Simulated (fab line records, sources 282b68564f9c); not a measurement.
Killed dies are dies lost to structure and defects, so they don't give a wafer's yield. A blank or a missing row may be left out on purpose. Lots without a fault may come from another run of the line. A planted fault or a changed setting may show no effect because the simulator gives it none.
fab line records | flow rit_cmos
record lots=7 wafers=21 last_day=7
route steps=202 shown NRETRO@57 PRETRO@64 M1@202
lots that met no fault: from a run of the same line without faults
start_h: hours from the record's first day to the start of the lot's first wafer shown | wait_h: hours since the lot's step before | " the same as in the row above | L1.1+2: a row that stands for several wafers | - no value, or no start given | * or withheld: withheld | < > ~ a bound
route shown NAME@n: a module of which the file shows steps, and the number in the route of the first | usual: mean/standard deviation of fault-free wafers | same: alike in all rows | chamber/n: place in a boat | sites: the reading at each site | _std_site: their standard deviation | _edge_site: outer sites' mean less inner sites' | radius_mm: how far each site lies from the wafer's centre | mask NAME#n: copy n | behind: the tool/chamber that last shaped the wafer | hold: why the lot was held/for how many hours/how that ended | device: the transistor (n, p or np) that didn't switch | end of line: the same wafers' tests at the end of the route | a step without rows: its recipe alone | killed: dies lost to structure and defects at the first sort, not the wafer's yield | map: a wafer's dies, x killed, . not, _ none there
set.NAME: the setting as run; set.NAME@STEP: as run at that earlier step | model.NAME: the simulator's own value behind a step, which no gauge read
lots at some steps of the route; a table a step, a row a wafer
## steps
# step RIT_NRETRO_PEB_04
# recipe resist=NOVOLAK temp_c=withheld time_s=withheld
# step RIT_NRETRO_DEVELOP_05
# recipe resist=NOVOLAK develop_time_s=68 dev_temp_c=23
# step RIT_NRETRO_OVL_MEAS_06
# usual NRETRO_OVL=0.2/1.1
# columns lot.wafer tool chamber start_h wait_h NRETRO_OVL[nm]
L439.1 overlay-02 - 37.36 - -0.9
L439.5 " - " " -0.7
L439.6 " - " " -1.3
L449.1 overlay-01 - 94.64 - 1.0
L449.2 " - " " 2.0
L449.6 " - " " 0.9
L448.1 overlay-01 - 94.98 - 0.3
L448.3 " - " " 0.2
L448.6 " - " " -0.1
L451.2 overlay-02 - 104.07 - 0.2
L451.4 " - " " -0.9
L451.5 " - " " -0.9
L452.1 overlay-02 - 106.59 - 0.8
L452.5 " - " " 1.7
L452.6 " - " " 0.8
L454.2 overlay-01 - 114.00 - -1.9
L454.4 " - " " -0.7
L454.6 " - " " -1.7
L462.2 overlay-02 - 146.03 - 1.7
L462.3 " - " " 0.8
L462.5 " - " " 0.3
# step RIT_NRETRO_HARDBAKE_07
# recipe resist=NOVOLAK temp_c=140 time_s=120
# step RIT_NRETRO_IMPLANT_08
# recipe species=P energy_kev=70 dose_cm2=1e+13 tilt_deg=7
# step RIT_NRETRO_STRIP_09
# recipe chemistry=O2 time_s=180 resist=NOVOLAK platen_temp_c=withheld power_w=500 pressure_mtorr=4000 o2_flow_sccm=4000
# usual drypump_motor_current_A=5.5/0.55
# columns lot.wafer tool chamber start_h wait_h drypump_motor_current_A rf_hours_counter_h
L439.1 plasma_asher-04 1 37.80 0.1 4.9 42
L439.5 " 1 " " 4.9 -
L439.6 " 0 " " 5.5 -
L449.1 plasma_asher-02 1 95.21 0.1 6.4 44
L449.2 " 0 " " 5.7 44
L449.6 " 1 " " 6.5 -
L448.1 plasma_asher-04 1 95.46 0.1 4.9 47
L448.3 " 1 " " 4.9 -
L448.6 " 1 " " 4.9 -
L451.2 plasma_asher-04 0 104.50 0.1 5.5 48
L451.4 " 0 " " 5.5 -
L451.5 " 0 " " 5.5 -
L452.1 plasma_asher-04 0 107.03 0.1 5.5 49
L452.5 " 1 " " 4.9 -
L452.6 " 0 " " 5.5 -
L454.2 plasma_asher-04 1 114.43 0.1 4.9 50
L454.4 " 0 " " 5.5 -
L454.6 " 1 " " 4.9 -
L462.2 plasma_asher-04 1 146.46 0.1 4.9 55
L462.3 " 1 " " 4.9 -
L462.5 " 1 " " 4.9 -
# step RIT_NRETRO_TW_MEAS_10
# usual NRETRO_TW=1055/11
# columns lot.wafer tool chamber start_h wait_h NRETRO_TW
L439.1 film_metro-03 - 37.97 0.1 1053
L439.5 " - " " 1055
L439.6 " - " " 1053
L449.1 film_metro-03 - 95.39 0.1 1068
L449.2 " - " " 1067
L449.6 " - " " 1062
L448.1 film_metro-01 - 95.64 0.1 1030
L448.3 " - " " 1034
L448.6 " - " " 1036
L451.2 film_metro-02 - 104.69 0.1 1066
L451.4 " - " " 1064
L451.5 " - " " 1065
L452.1 film_metro-01 - 107.20 0.1 1045
L452.5 " - " " 1040
L452.6 " - " " 1037
L454.2 film_metro-03 - 114.61 0.1 1055
L454.4 " - " " 1064
L454.6 " - " " 1062
L462.2 film_metro-01 - 146.64 0.1 1045
L462.3 " - " " 1039
L462.5 " - " " 1051
# step RIT_PRETRO_HMDS_00
# recipe prime_time_s=60 prime_temp_c=140
# step RIT_PRETRO_COAT_01
# recipe resist=NOVOLAK spin_rpm=2000 resist_thk_nm=1300
# step RIT_PRETRO_SOFTBAKE_02
# recipe resist=NOVOLAK temp_c=90 time_s=60
# step RIT_PRETRO_EXPOSE_03
# recipe mask_id=M5 na=0.57 target_cd_nm=43700 dose_mj=250
# step RIT_PRETRO_PEB_04
# recipe resist=NOVOLAK temp_c=withheld time_s=withheld
# step RIT_PRETRO_DEVELOP_05
# recipe resist=NOVOLAK develop_time_s=68 dev_temp_c=23
# usual developer_temp_C=23.02/0.12
# columns lot.wafer tool chamber start_h wait_h developer_temp_C
L439.1 litho_track-01 0 38 - 22.92
L439.5 " 0 " " 22.99
L439.6 " 0 39 - 22.86
L449.1 litho_track-01 0 96 - 22.14
L449.2 " 0 " " 22.04
L449.6 " 0 " " 22.12
L448.1 litho_track-01 0 96 - 22.00
L448.3 " 0 " " 21.96
L448.6 " 0 97 - 22.18
L451.2 litho_track-01 0 105 - 22.26
L451.4 " 0 " " 22.37
L451.5 " 0 " " 22.23
L452.1 litho_track-03 0 108 - 23.15
L452.5 " 0 " " 23.09
L452.6 " 0 " " 22.90
L454.2 litho_track-03 0 115 - 22.85
L454.4 " 0 " " 22.82
L454.6 " 0 " " 22.87
L462.2 litho_track-02 0 147 - 23.09
L462.3 " 0 " " 23.05
L462.5 " 0 " " 23.13
# step RIT_PRETRO_OVL_MEAS_06
# usual PRETRO_OVL=1.0/1.2
# columns lot.wafer tool chamber start_h wait_h PRETRO_OVL[nm]
L439.1 overlay-02 - 39.04 - 3.0
L439.5 " - " " 2.6
L439.6 " - " " 3.1
L449.1 overlay-01 - 96.79 - 0.2
L449.2 " - " " 0.8
L449.6 " - " " 1.3
L448.1 overlay-02 - 97.10 - 0.5
L448.3 " - " " 0.3
L448.6 " - " " 0.6
L451.2 overlay-01 - 105.75 - 1.7
L451.4 " - " " 1.0
L451.5 " - " " 1.1
L452.1 overlay-02 - 108.27 - 0.8
L452.5 " - " " 1.3
L452.6 " - " " 0.7
L454.2 overlay-02 - 115.84 - -0.7
L454.4 " - " " 1.5
L454.6 " - " " -0.2
L462.2 overlay-01 - 147.76 - 2.0
L462.3 " - " " 2.4
L462.5 " - " " 2.7
# step RIT_M1_PROBE_99
# usual killed_at_contacts=0.1/0.23 killed_at_front_end=6.7/2.9 killed_dies=6.8/2.9 killed_open=3.5/2.1 killed_short=3.2/1.9
# same gross_dies=264 killed_at_M0_to_M3=0 killed_at_M4_up=0 killed_at_back_side=0 killed_at_other=0
# columns lot.wafer tool chamber start_h wait_h killed_at_contacts killed_at_front_end killed_dies killed_open killed_short
L439.1 prober-01 - 68.44 0.1 0 8 8 3 5
L439.5 prober-01 - 68.64 0.2 0 10 10 4 6
L439.6 prober-01 - 68.69 0.2 0 5 5 2 3
L449.1 prober-02 - 130.45 0.1 1 7 8 3 5
L449.2 prober-02 - 130.50 0.1 0 5 5 5 0
L449.6 prober-02 - 130.70 0.2 0 9 9 1 8
L452.1 prober-01 - 139.89 0.1 0 5 5 3 2
L452.5 prober-01 - 140.09 0.2 0 7 7 4 3
L452.6 prober-01 - 140.14 0.2 0 6 6 2 4
L454.2 prober-02 - 144.73 0.1 0 11 11 6 5
L454.4 prober-02 - 144.83 0.2 0 14 14 8 6
L454.6 prober-02 - 144.93 0.2 0 7 7 3 4
L462.2 prober-02 - 178.03 0.1 1 4 5 4 1
L462.3 prober-02 - 178.08 0.2 0 11 11 5 6
L462.5 prober-02 - 178.18 0.2 0 2 2 2 0
# killed by level:class
L439.1 GATE:geometric_particle:open=2 FOX1:geometric_particle:short=1 FOX1:geometric_particle:open=1 FOX2:geometric_particle:short=1 REOX:geometric_particle:short=1 SPACER:geometric_particle:short=1 SILICIDE:geometric_particle:short=1
L439.5 FOX1:geometric_particle:short=2 FOX2:geometric_particle:short=2 GATE:geometric_particle:open=2 FOX1:geometric_particle:open=1 GATE:geometric_particle:short=1 REOX:geometric_particle:open=1 REOX:geometric_particle:short=1
L439.6 GATE:geometric_particle:open=2 FOX1:geometric_particle:short=1 REOX:geometric_particle:short=1 SPACER:geometric_particle:short=1
L449.1 GATE:geometric_particle:short=3 GATE:geometric_particle:open=2 FOX2:geometric_particle:open=1 SPACER:geometric_particle:short=1 CONTACT:geometric_particle:short=1
L449.2 GATE:geometric_particle:open=2 FOX1:geometric_particle:open=1 REOX:geometric_particle:open=1 SILICIDE:geometric_particle:open=1
L449.6 GATE:geometric_particle:short=2 SPACER:geometric_particle:short=2 SILICIDE:geometric_particle:short=2 FOX1:geometric_particle:short=1 REOX:geometric_particle:short=1 SPACER:geometric_particle:open=1
L452.1 FOX1:geometric_particle:short=1 FOX2:geometric_particle:open=1 GATE:geometric_particle:short=1 GATE:geometric_particle:open=1 REOX:geometric_particle:open=1
L452.5 GATE:geometric_particle:open=3 FOX2:geometric_particle:short=2 FOX2:geometric_particle:open=1 SILICIDE:geometric_particle:short=1
L452.6 FOX1:geometric_particle:open=1 FOX1:geometric_particle:short=1 FOX2:geometric_particle:short=1 GATE:geometric_particle:short=1 SILICIDE:geometric_particle:open=1 SILICIDE:geometric_particle:short=1
L454.2 GATE:geometric_particle:open=3 FOX1:geometric_particle:open=2 GATE:geometric_particle:short=2 SPACER:geometric_particle:short=2 FOX1:geometric_particle:short=1 FOX2:geometric_particle:open=1
L454.4 FOX1:geometric_particle:short=5 FOX1:geometric_particle:open=4 SPACER:geometric_particle:open=2 FOX2:geometric_particle:open=1 GATE:geometric_particle:short=1 REOX:geometric_particle:open=1
L454.6 REOX:geometric_particle:open=2 SPACER:geometric_particle:short=2 FOX1:geometric_particle:short=1 FOX2:geometric_particle:short=1 GATE:geometric_particle:open=1
L462.2 FOX2:geometric_particle:short=1 FOX2:geometric_particle:open=1 SPACER:geometric_particle:open=1 SILICIDE:geometric_particle:open=1 CONTACT:geometric_particle:open=1
L462.3 GATE:geometric_particle:short=5 REOX:geometric_particle:open=3 GATE:geometric_particle:open=2 SILICIDE:geometric_particle:short=1
L462.5 FOX1:geometric_particle:open=1 SPACER:geometric_particle:open=1
## key
first_sign step=RIT_PRETRO_DEVELOP_05 reading=developer_temp_C direction=down sigmas=7.6 usual=* struck=*
effect none on later readings
met_at RIT_PRETRO_DEVELOP_05
struck_wafers L448.1,L448.3,L448.6,L449.1,L449.2,L449.6,L451.2,L451.4,L451.5
tester_left_out L448,L449,L451
onset_between 38 96
fault kind=process_parameter_drift tool=litho_track-01 chamber=- onset_h=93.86 steps=RIT_PRETRO_DEVELOP_05 channel=dev_temp_c offset=* shape=step end_h=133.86 acts_in=* stated=*
# tester_left_out: of these lots the tester's yield and bins aren't shown, on N5 and GAA mostly nor the transistor test; their killed dies are dies lost to structure and defects alone, not to doping, threshold or leakage, so they don't give the yield
